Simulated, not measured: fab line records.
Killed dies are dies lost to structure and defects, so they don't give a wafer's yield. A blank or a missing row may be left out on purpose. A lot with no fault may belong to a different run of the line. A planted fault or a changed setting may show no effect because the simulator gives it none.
Matching of chambers    flow rit-cmos    RIT_SPACER_ETCHBACK_05 on rie-diel-02: 4 sister chambers
The step etches Si3N4 in SF6/CHF3, stops on SiO2, target depth 250 nm, time 240 s. 14 wafers are shown with their chamber, then 7 later ones without.

## WAFERS WITH THEIR CHAMBER
wafer   chamber  drypump-motor-current-A (A)  throttle-valve-pct (%)  oes-product-au (a.u.)
L991.2  3        5.8                          10.28                   0.865
L991.4  1        5.4                          10.29                   0.836
L991.6  1        5.5                          10.28                   0.845
L994.1  2        5.6                          10.26                   0.816
L994.4  3        5.8                          10.28                   0.848
L994.5  2        5.6                          10.25                   0.819
L998.1  0        6.5                          10.20                   0.839
L998.4  3        5.8                          10.27                   0.857
L998.6  1        5.4                          10.27                   0.835
L999.2  0        6.5                          10.21                   0.827
L999.4  2        5.6                          10.25                   0.826
L999.5  3        5.8                          10.26                   0.851
L100.1  0        6.5                          10.21                   0.837
L100.5  3        5.8                          10.26                   0.841

SIGNATURES (means of the wafers above)
reading                  chamber 0  chamber 1  chamber 2  chamber 3  scatter within a chamber
drypump-motor-current-A  6.500      5.433      5.600      5.800      0.0258
throttle-valve-pct       10.2067    10.2800    10.2533    10.2700    0.00856
oes-product-au           0.83433    0.83867    0.82033    0.85240    0.00726
Rule: a wafer lies at a distance from a chamber equal to the root of the sum of squares, over the readings, of (its reading less the chamber's mean, divided by the reading's scatter). If the next closest chamber is less than 2 further off than the closest, the wafer can't be placed; otherwise it belongs to the closest. The scatter is the square root of a quotient: the sum, over the shown wafers, of each reading's squared deviation from its chamber's mean, divided by wafers minus chambers.

## WAFERS WITHOUT THEIR CHAMBER
wafer   drypump-motor-current-A (A)  throttle-valve-pct (%)  oes-product-au (a.u.)
L100.6  6.5                          10.20                   0.835
L102.2  5.4                          10.29                   0.831
L102.4  5.8                          10.27                   0.843
L102.6  5.4                          10.30                   0.823
L105.2  5.6                          10.26                   0.830
L105.3  5.4                          10.30                   0.832
L105.4  5.4                          10.29                   0.834

## WHICH CHAMBER EACH WENT THROUGH
wafer   from the rows above  in truth
L100.6  0                    0
L102.2  1                    1
L102.4  3                    3
L102.6  1                    1
L105.2  2                    2
L105.3  1                    1
L105.4  1                    1
7 of 7 placed correctly. Left unplaced by these rows: 0. Placed wrongly: 0.
